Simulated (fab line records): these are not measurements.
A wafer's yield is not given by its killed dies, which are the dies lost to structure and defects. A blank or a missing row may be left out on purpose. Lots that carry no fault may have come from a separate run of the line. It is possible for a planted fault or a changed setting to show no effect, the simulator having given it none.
Comparing a struck lot with a sound one | flow berkeley cmos170 | 14 out of 331 route steps
Sound: wafers L996.1, L996.2, L996.5. Wafers struck: L993.1, L993.3, L993.5. Last of all comes the cause.
Each step with rows lists, per side, the tool, then ch with its chambers, then its first start. Under that, the readings that differ: sound wafers | struck wafers | difference of the means | sigmas: that difference in standard deviations of wafers without a fault.
alike: a reading whose means differ by less than 2 such deviations, as well as words and numbers matching on both sides. not compared: withheld readings; readings where some wafer has no value; bounds like >300 that might hide an equal value; numbers whose values overlap and for which the record gives no deviation.
Wherever a step has rows on one side only, a row that says differs or no value, or a row with sigmas, the two part there. Numbers that don't overlap but have no deviation are shown without sigmas and don't part them. Lack of a reading on every wafer of one side parts them only where that side has two or more wafers.

UCB170_M2_CD_MEAS_90: the cd target is 700 nm.
  sound on cd sem-02, day 10 16:00; struck on cd sem-01, day 10 05:57
  alike: cd nm
UCB170_V2_CVD_00: deposits SiO2 from TEOS/O2, target thk 2000 nm, time 250 s.
  sound on pecvd-01 ch 0,2, day 10 16:07; struck on pecvd-03 ch 0,1,2, day 10 06:04
  alike: heater power w, pressure mtorr
UCB170_V2_THK_MEAS_01:
  sound on film metro-01, day 10 16:17; struck on film metro-01, day 10 06:13
  alike: V2_TEOS_THK
UCB170_V2_CMP_02: polishes SiO2.
  sound on cmp-01 ch 0,1,3, day 10 16:26; struck on cmp-02 ch 0,1,2, day 10 06:23
  alike: motor current A, slurry flow ml min
UCB170_V2_BOW_MEAS_03:
  sound on film metro-03, day 10 16:38; struck on film metro-03, day 10 06:35
  alike: V2_BOW
UCB170_V2_THK_MEAS_04:
  sound on film metro-03, day 10 16:46; struck on film metro-03, day 10 06:42
  alike: V2_POLISHED_THK
then, 6 steps without rows for these wafers: UCB170_V2_CLEAN_05 (cleans in DIW); UCB170_V2_HMDS_06 (prime time 60 s); UCB170_V2_COAT_07 (resist thk 900 nm); UCB170_V2_SOFTBAKE_08 (time 60 s); UCB170_V2_EXPOSE_09 (exposes mask VIA2, target cd 700 nm); UCB170_V2_PEB_10.
UCB170_V2_DEVELOP_11: develop time 45 s.
  sound on litho track-03 ch 0, day 10 18:00; struck on litho track-04, day 10 08:00
  no value came back on the struck wafers for chill plate temp C (C), develop time s (s), resist line temp C (C); on the sound wafers chill plate temp C (C) reads 22.82 22.99 22.83
  reading                             | sound             | struck            | difference | sigmas
  model.KrF_of_V2_COAT_07.thk nm (nm) | 886.4 883.1 882.6 | 895.8 895.7 896.1 | +11.8      |
UCB170_V2_CD_MEAS_12: the cd target is 700 nm.
  sound on cd sem-02, day 10 18:08; struck on cd sem-02, day 10 08:20
  reading    | sound             | struck | difference                    | sigmas
  cd nm (nm) | 698.9 699.0 699.3 | - - -  | no value on the struck wafers |

== WHERE THEY PART ==
First at UCB170_V2_DEVELOP_11; last, within this record, at UCB170_V2_CD_MEAS_12.

WHY: whatever the simulator had introduced
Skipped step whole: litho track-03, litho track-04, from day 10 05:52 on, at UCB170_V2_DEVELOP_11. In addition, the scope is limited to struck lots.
